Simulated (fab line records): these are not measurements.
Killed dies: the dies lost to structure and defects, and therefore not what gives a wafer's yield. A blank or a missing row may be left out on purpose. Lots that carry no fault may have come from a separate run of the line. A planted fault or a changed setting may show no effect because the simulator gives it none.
fab line records || flow berkeley-cmos170
[record] {"lots": 5, "wafers": 27}
route steps=331 shown V2@292
start-h: hours from the record's first day to the start of the lot's first wafer shown || wait-h: time in hours since the lot's previous step || " unchanged from the row above || L1.1+2: a single row standing in for several wafers || - value missing, or start not given || * or withheld: withheld || < > ~ a bound
route shown NAME@n: a module of which the file shows steps, and the number in the route of the first || usual: mean and standard deviation over wafers with no fault || same: alike in all rows || chamber/n: place in a boat || sites: per-site readings || _std_site: standard deviation across them || _edge_site: the outer-site mean with the inner-site mean subtracted || radius-mm: for every site, how far away it sits from the centre of the wafer || mask NAME#n: copy n || behind: the last tool/chamber to shape the wafer || hold: cause of the lot's hold/its duration in hours/its outcome || device: names the non-switching transistor (n, p or np) || end of line: tests of these same wafers at the route's end || step lacking rows: just its recipe || killed: dies that structure and defects cost at the first sort, which is not the same as the wafer's yield || map: a wafer's dies, x killed, . not, _ none there
set.NAME: the setting the step ran with; set.NAME@STEP: the setting that earlier step ran with || model.NAME: the simulator's own value behind a step, which no gauge read
lots run with intentionally changed settings; tables by step, rows by wafer
[[steps]]
[step UCB170_V2_CVD_00]
[recipe] {"material": "SiO2", "target-thk-nm": 2000, "temp-c": 390, "precursor": "TEOS/O2", "time-s": 250, "rf-w": 550, "pressure-mtorr": 9000}
{"lot.wafer": "L075.1", "tool": "pecvd-02", "chamber": 1, "start-h": 175.77, "wait-h": 0.1, "set.time-s": 250, "model.SiO2_of_V2_CVD_00.thk-nm": 1984}
{"lot.wafer": "L075.2", "tool": "pecvd-02", "chamber": 2, "start-h": 175.77, "wait-h": 0.1, "set.time-s": 358.8, "model.SiO2_of_V2_CVD_00.thk-nm": 2874}
{"lot.wafer": "L075.3", "tool": "pecvd-02", "chamber": 0, "start-h": 175.77, "wait-h": 0.1, "set.time-s": 358.8, "model.SiO2_of_V2_CVD_00.thk-nm": 2842}
{"lot.wafer": "L075.4", "tool": "pecvd-02", "chamber": 1, "start-h": 175.77, "wait-h": 0.1, "set.time-s": 250, "model.SiO2_of_V2_CVD_00.thk-nm": 1998}
{"lot.wafer": "L075.5", "tool": "pecvd-02", "chamber": 2, "start-h": 175.77, "wait-h": 0.1, "set.time-s": 250, "model.SiO2_of_V2_CVD_00.thk-nm": 2009}
{"lot.wafer": "L075.6", "tool": "pecvd-02", "chamber": 0, "start-h": 175.77, "wait-h": 0.1, "set.time-s": 358.8, "model.SiO2_of_V2_CVD_00.thk-nm": 2860}
{"lot.wafer": "L078.1", "tool": "pecvd-02", "chamber": 0, "start-h": 203.48, "wait-h": 0.1, "set.time-s": 250, "model.SiO2_of_V2_CVD_00.thk-nm": 1953}
{"lot.wafer": "L078.2", "tool": "pecvd-02", "chamber": 2, "start-h": 203.48, "wait-h": 0.1, "set.time-s": 313.9, "model.SiO2_of_V2_CVD_00.thk-nm": 2492}
{"lot.wafer": "L078.3", "tool": "pecvd-02", "chamber": 1, "start-h": 203.48, "wait-h": 0.1, "set.time-s": 250, "model.SiO2_of_V2_CVD_00.thk-nm": 1985}
{"lot.wafer": "L078.4", "tool": "pecvd-02", "chamber": 2, "start-h": 203.48, "wait-h": 0.1, "set.time-s": 313.9, "model.SiO2_of_V2_CVD_00.thk-nm": 2530}
{"lot.wafer": "L078.5", "tool": "pecvd-02", "chamber": 0, "start-h": 203.48, "wait-h": 0.1, "set.time-s": 250, "model.SiO2_of_V2_CVD_00.thk-nm": 1972}
{"lot.wafer": "L078.6", "tool": "pecvd-02", "chamber": 1, "start-h": 203.48, "wait-h": 0.1, "set.time-s": 313.9, "model.SiO2_of_V2_CVD_00.thk-nm": 2547}
{"lot.wafer": "L076.1", "tool": "pecvd-01", "chamber": 1, "start-h": 204.03, "wait-h": 0.1, "set.time-s": 119.6, "model.SiO2_of_V2_CVD_00.thk-nm": 990.4}
{"lot.wafer": "L076.2", "tool": "pecvd-01", "chamber": 0, "start-h": 204.03, "wait-h": 0.1, "set.time-s": 250, "model.SiO2_of_V2_CVD_00.thk-nm": 2011}
{"lot.wafer": "L076.3", "tool": "pecvd-01", "chamber": 2, "start-h": 204.03, "wait-h": 0.1, "set.time-s": 119.6, "model.SiO2_of_V2_CVD_00.thk-nm": 942.9}
{"lot.wafer": "L076.4", "tool": "pecvd-01", "chamber": 0, "start-h": 204.03, "wait-h": 0.1, "set.time-s": 250, "model.SiO2_of_V2_CVD_00.thk-nm": 2013}
{"lot.wafer": "L076.5", "tool": "pecvd-01", "chamber": 1, "start-h": 204.03, "wait-h": 0.1, "set.time-s": 119.6, "model.SiO2_of_V2_CVD_00.thk-nm": 998.3}
{"lot.wafer": "L076.6", "tool": "pecvd-01", "chamber": 2, "start-h": 204.03, "wait-h": 0.1, "set.time-s": 250, "model.SiO2_of_V2_CVD_00.thk-nm": 2020}
{"lot.wafer": "L081.2", "tool": "pecvd-03", "chamber": 1, "start-h": 212.77, "wait-h": 0.1, "set.time-s": 250, "model.SiO2_of_V2_CVD_00.thk-nm": 1960}
{"lot.wafer": "L081.5", "tool": "pecvd-03", "chamber": 2, "start-h": 212.77, "wait-h": 0.1, "set.time-s": 250, "model.SiO2_of_V2_CVD_00.thk-nm": 2005}
{"lot.wafer": "L081.6", "tool": "pecvd-03", "chamber": 1, "start-h": 212.77, "wait-h": 0.1, "set.time-s": 250, "model.SiO2_of_V2_CVD_00.thk-nm": 1974}
{"lot.wafer": "L083.1", "tool": "pecvd-03", "chamber": 1, "start-h": 216.59, "wait-h": 0.1, "set.time-s": 106.9, "model.SiO2_of_V2_CVD_00.thk-nm": 832}
{"lot.wafer": "L083.2", "tool": "pecvd-03", "chamber": 0, "start-h": 216.59, "wait-h": 0.1, "set.time-s": 250, "model.SiO2_of_V2_CVD_00.thk-nm": 1981}
{"lot.wafer": "L083.3", "tool": "pecvd-03", "chamber": 0, "start-h": 216.59, "wait-h": 0.1, "set.time-s": 106.9, "model.SiO2_of_V2_CVD_00.thk-nm": 842}
{"lot.wafer": "L083.4", "tool": "pecvd-03", "chamber": 1, "start-h": 216.59, "wait-h": 0.1, "set.time-s": 250, "model.SiO2_of_V2_CVD_00.thk-nm": 1966}
{"lot.wafer": "L083.5", "tool": "pecvd-03", "chamber": 1, "start-h": 216.59, "wait-h": 0.1, "set.time-s": 106.9, "model.SiO2_of_V2_CVD_00.thk-nm": 832.1}
{"lot.wafer": "L083.6", "tool": "pecvd-03", "chamber": 0, "start-h": 216.59, "wait-h": 0.1, "set.time-s": 250, "model.SiO2_of_V2_CVD_00.thk-nm": 2002}
[step UCB170_V2_THK_MEAS_01]
[recipe] {"reads": "SiO2_of_V2_CVD_00"}
[usual] {"V2_TEOS_THK": "1999/25"}
{"lot.wafer": "L075.1", "tool": "film-metro-04", "chamber": "-", "start-h": 175.93, "wait-h": 0.1, "set.time-s@V2_CVD_00": 250, "V2_TEOS_THK[nm]": 1983}
{"lot.wafer": "L075.2", "tool": "film-metro-04", "chamber": "-", "start-h": 175.93, "wait-h": 0.1, "set.time-s@V2_CVD_00": 358.8, "V2_TEOS_THK[nm]": 2874}
{"lot.wafer": "L075.3", "tool": "film-metro-04", "chamber": "-", "start-h": 175.93, "wait-h": 0.1, "set.time-s@V2_CVD_00": 358.8, "V2_TEOS_THK[nm]": 2841}
{"lot.wafer": "L075.4", "tool": "film-metro-04", "chamber": "-", "start-h": 175.93, "wait-h": 0.1, "set.time-s@V2_CVD_00": 250, "V2_TEOS_THK[nm]": 1997}
{"lot.wafer": "L075.5", "tool": "film-metro-04", "chamber": "-", "start-h": 175.93, "wait-h": 0.1, "set.time-s@V2_CVD_00": 250, "V2_TEOS_THK[nm]": 2009}
{"lot.wafer": "L075.6", "tool": "film-metro-04", "chamber": "-", "start-h": 175.93, "wait-h": 0.1, "set.time-s@V2_CVD_00": 358.8, "V2_TEOS_THK[nm]": 2860}
{"lot.wafer": "L078.1", "tool": "film-metro-02", "chamber": "-", "start-h": 203.63, "wait-h": 0.1, "set.time-s@V2_CVD_00": 250, "V2_TEOS_THK[nm]": 1952}
{"lot.wafer": "L078.2", "tool": "film-metro-02", "chamber": "-", "start-h": 203.63, "wait-h": 0.1, "set.time-s@V2_CVD_00": 313.9, "V2_TEOS_THK[nm]": 2492}
{"lot.wafer": "L078.3", "tool": "film-metro-02", "chamber": "-", "start-h": 203.63, "wait-h": 0.1, "set.time-s@V2_CVD_00": 250, "V2_TEOS_THK[nm]": 1983}
{"lot.wafer": "L078.4", "tool": "film-metro-02", "chamber": "-", "start-h": 203.63, "wait-h": 0.1, "set.time-s@V2_CVD_00": 313.9, "V2_TEOS_THK[nm]": 2529}
{"lot.wafer": "L078.5", "tool": "film-metro-02", "chamber": "-", "start-h": 203.63, "wait-h": 0.1, "set.time-s@V2_CVD_00": 250, "V2_TEOS_THK[nm]": 1973}
{"lot.wafer": "L078.6", "tool": "film-metro-02", "chamber": "-", "start-h": 203.63, "wait-h": 0.1, "set.time-s@V2_CVD_00": 313.9, "V2_TEOS_THK[nm]": 2546}
{"lot.wafer": "L076.1", "tool": "film-metro-04", "chamber": "-", "start-h": 204.18, "wait-h": 0.1, "set.time-s@V2_CVD_00": 119.6, "V2_TEOS_THK[nm]": 990}
{"lot.wafer": "L076.2", "tool": "film-metro-04", "chamber": "-", "start-h": 204.18, "wait-h": 0.1, "set.time-s@V2_CVD_00": 250, "V2_TEOS_THK[nm]": 2011}
{"lot.wafer": "L076.3", "tool": "film-metro-04", "chamber": "-", "start-h": 204.18, "wait-h": 0.1, "set.time-s@V2_CVD_00": 119.6, "V2_TEOS_THK[nm]": 943}
{"lot.wafer": "L076.4", "tool": "film-metro-04", "chamber": "-", "start-h": 204.18, "wait-h": 0.1, "set.time-s@V2_CVD_00": 250, "V2_TEOS_THK[nm]": 2014}
{"lot.wafer": "L076.5", "tool": "film-metro-04", "chamber": "-", "start-h": 204.18, "wait-h": 0.1, "set.time-s@V2_CVD_00": 119.6, "V2_TEOS_THK[nm]": 998}
{"lot.wafer": "L076.6", "tool": "film-metro-04", "chamber": "-", "start-h": 204.18, "wait-h": 0.1, "set.time-s@V2_CVD_00": 250, "V2_TEOS_THK[nm]": 2020}
{"lot.wafer": "L081.2", "tool": "film-metro-03", "chamber": "-", "start-h": 212.93, "wait-h": 0.1, "set.time-s@V2_CVD_00": 250, "V2_TEOS_THK[nm]": 1958}
{"lot.wafer": "L081.5", "tool": "film-metro-03", "chamber": "-", "start-h": 212.93, "wait-h": 0.1, "set.time-s@V2_CVD_00": 250, "V2_TEOS_THK[nm]": 2003}
{"lot.wafer": "L081.6", "tool": "film-metro-03", "chamber": "-", "start-h": 212.93, "wait-h": 0.1, "set.time-s@V2_CVD_00": 250, "V2_TEOS_THK[nm]": 1974}
{"lot.wafer": "L083.1", "tool": "film-metro-02", "chamber": "-", "start-h": 216.82, "wait-h": 0.2, "set.time-s@V2_CVD_00": 106.9, "V2_TEOS_THK[nm]": 832}
{"lot.wafer": "L083.2", "tool": "film-metro-02", "chamber": "-", "start-h": 216.82, "wait-h": 0.2, "set.time-s@V2_CVD_00": 250, "V2_TEOS_THK[nm]": 1980}
{"lot.wafer": "L083.3", "tool": "film-metro-02", "chamber": "-", "start-h": 216.82, "wait-h": 0.2, "set.time-s@V2_CVD_00": 106.9, "V2_TEOS_THK[nm]": 842}
{"lot.wafer": "L083.4", "tool": "film-metro-02", "chamber": "-", "start-h": 216.82, "wait-h": 0.2, "set.time-s@V2_CVD_00": 250, "V2_TEOS_THK[nm]": 1967}
{"lot.wafer": "L083.5", "tool": "film-metro-02", "chamber": "-", "start-h": 216.82, "wait-h": 0.2, "set.time-s@V2_CVD_00": 106.9, "V2_TEOS_THK[nm]": 832}
{"lot.wafer": "L083.6", "tool": "film-metro-02", "chamber": "-", "start-h": 216.82, "wait-h": 0.2, "set.time-s@V2_CVD_00": 250, "V2_TEOS_THK[nm]": 2002}
[[key]]
[split] {"step": "UCB170_V2_CVD_00", "setting": "time-s", "stated": 250, "by": "wafer"}
[response] {"step": "UCB170_V2_CVD_00", "reading": "model.SiO2_of_V2_CVD_00.thk-nm", "change": "+20.1", "per": "1%", "r": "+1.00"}
[response] {"step": "UCB170_V2_THK_MEAS_01", "reading": "V2_TEOS_THK", "change": "+20.1", "per": "1%", "r": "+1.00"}
